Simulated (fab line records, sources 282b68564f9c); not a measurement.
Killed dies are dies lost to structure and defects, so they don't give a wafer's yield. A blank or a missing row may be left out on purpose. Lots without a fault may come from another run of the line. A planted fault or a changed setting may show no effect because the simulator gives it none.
Problem report in the 8D (eight disciplines) form, filled by code | flow rit_cmos | the parts of the form that need people (team, actions taken, sign-off) are left out

1. THE PROBLEM
PLDD_TW at RIT_PLDD_TW_MEAS_10 reads a mean of 1884 on 6 wafers of 2 lots; wafers without a fault read 2330 with a standard deviation of 12. That is -37 standard deviations from the usual mean.
First seen on wafer L422.2, day 5 18:03, on film_metro-02. The record holds 42 wafers of 14 lots with a number at this step. Rule for "out", or "out of limits": more than 4 standard deviations from the usual mean. The other wafers with a number count as sound.

2. WHAT IT IS AND WHAT IT IS NOT
question                    | is                           | is not
which readings at this step | PLDD_TW                      | -
which lots                  | L422, L423                   | L410, L411, L413, L414, L415, L417, L419, L421, L424, L425, L427, L428
which wafers of those lots  | all that have a number       | -
read on which gauges        | film_metro-02, film_metro-04 | film_metro-03
when                        | from day 5 18:03             | up to then (24 sound wafers); but 12 sound wafers of L424, L425, L427, L428 came after

3. SUSPECTS, AND WHAT RULES EACH OUT
Counting: a tool at a process step up to the reading stays a suspect if it ran every lot that is out and no sound lot after the first of them.
- the gauge at RIT_PLDD_TW_MEAS_10: ruled out. The wafers that are out were read on 2 gauges (film_metro-02, film_metro-04).
- implanter-03 at RIT_PLDD_IMPLANT_08: kept. It ran every lot that is out, first L422 (day 5 17:44), and no sound lot after that; its last sound lot up to then is L419 (day 5 01:22). Its own readings are out on those wafers: dose_ions_cm2, faraday_current_uA.
Left after counting: implanter-03 at RIT_PLDD_IMPLANT_08.

4. THE CAUSE (what the simulator had put in)
Process parameter drift: implanter-03, from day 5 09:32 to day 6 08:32, at RIT_PLDD_IMPLANT_08. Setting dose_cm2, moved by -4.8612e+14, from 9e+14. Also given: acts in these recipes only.
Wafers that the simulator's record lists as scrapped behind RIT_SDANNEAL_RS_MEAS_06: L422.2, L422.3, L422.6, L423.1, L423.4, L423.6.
Counting left only this tool.

5. THE CHAIN OF EFFECTS, in route order
Each row: a reading whose mean over the struck wafers that have a number lies more than 3 standard deviations from the usual. Only readings for which the record gives a usual standard deviation are gone through. hours: the time from each lot's start at the first step in this table that gives one to its start at this step, as a median over the lots. sigmas: the change in usual standard deviations.
hours | step                    | reading                   | usual        | on struck wafers | change     | sigmas
0     | RIT_PLDD_IMPLANT_08     | dose_ions_cm2             | 9.002e+14    | 4.143e+14        | -4.859e+14 | -99 or more
0     | RIT_PLDD_IMPLANT_08     | end_station_pressure_torr | 7.2e-06 Torr | 5.8e-06          | -1.4e-06   | -4.0
0     | RIT_PLDD_IMPLANT_08     | faraday_current_uA        | 2820         | 1304             | -1516      | -26
0     | RIT_PLDD_TW_MEAS_10     | PLDD_TW                   | 2330         | 1884             | -446       | -37
14    | RIT_SDANNEAL_RS_MEAS_06 | PLDD_RS                   | 178.8 ohm/sq | 297.2            | +118.4     | +99 or more
The process steps in it:
- RIT_PLDD_IMPLANT_08
Later measuring or inspecting steps at which every struck wafer that the step has a row for has a number for every such reading, and none has moved that far: RIT_SDANNEAL_RS_MEAS_04.

6. WHAT WOULD HAVE CAUGHT IT SOONER
In this record the first reading out of limits at a measuring or inspecting step was taken at day 5 18:03, 9 hours after the fault began at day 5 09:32.
The tool's own readings at RIT_PLDD_IMPLANT_08 were out on every struck wafer that the step has a row for (dose_ions_cm2, faraday_current_uA): an alarm limit on them would have fired on the first of those.
Of the lots that are out (2), L423 began RIT_PLDD_IMPLANT_08 on implanter-03 after day 5 18:03. A hold on the tool at that time would have spared it.
